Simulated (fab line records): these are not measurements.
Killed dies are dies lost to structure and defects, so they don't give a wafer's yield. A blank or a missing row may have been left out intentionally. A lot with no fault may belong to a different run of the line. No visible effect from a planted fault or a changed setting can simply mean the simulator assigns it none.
Chamber matching + flow ritCmos + rieSi-02 running RIT_GATE_ETCH_19: 4 sister chambers
The step etches poly-Si in SF6/CHF3/O2, stops on SiO2, time 165 s, target depth 312.5 nm. 4 wafers are shown with their chamber, then 9 later ones without.

EACH WAFER AND ITS CHAMBER
| wafer  | chamber | drypumpMotorCurrentA (A) |
|--------|---------|--------------------------|
| L697.2 | 1       | 5.3                      |
| L701.1 | 2       | 6.4                      |
| L701.3 | 3       | 5.4                      |
| L701.4 | 0       | 5.0                      |

WAFERS MISSING THEIR CHAMBER
| wafer  | drypumpMotorCurrentA (A) |
|--------|--------------------------|
| L703.1 | 5.4                      |
| L703.4 | 5.3                      |
| L703.6 | 5.3                      |
| L705.1 | 5.3                      |
| L705.3 | 6.3                      |
| L705.5 | 5.2                      |
| L707.2 | 6.3                      |
| L707.5 | 6.3                      |
| L707.6 | 5.3                      |

WHICH CHAMBER EACH ONE RAN IN
| wafer  | from the rows above          | in truth |
|--------|------------------------------|----------|
| L703.1 | can't be placed: 3 or 1      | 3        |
| L703.4 | can't be placed: 1 or 3      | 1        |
| L703.6 | can't be placed: 1 or 3      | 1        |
| L705.1 | can't be placed: 1 or 3      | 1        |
| L705.3 | 2                            | 2        |
| L705.5 | can't be placed: 1 or 0 or 3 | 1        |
| L707.2 | 2                            | 2        |
| L707.5 | 2                            | 2        |
| L707.6 | can't be placed: 1 or 3      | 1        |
3 of 9 placed correctly. These rows do not allow placing 6 (true chamber among the candidates in 6). Number placed wrongly: 0.
How it was worked out, from the rows above alone: a wafer's distance from a chamber is the root of the sum, over the readings, of the square of ((its reading less the chamber's mean) divided by the reading's scatter). The wafer belongs to the nearest chamber; if the next one is less than 2 further off, it can't be placed. A chamber's mean is the mean of its shown wafers. The scatter: with one shown wafer a chamber, the root of the mean of the squares of how far each hidden wafer lies from its nearest shown one.
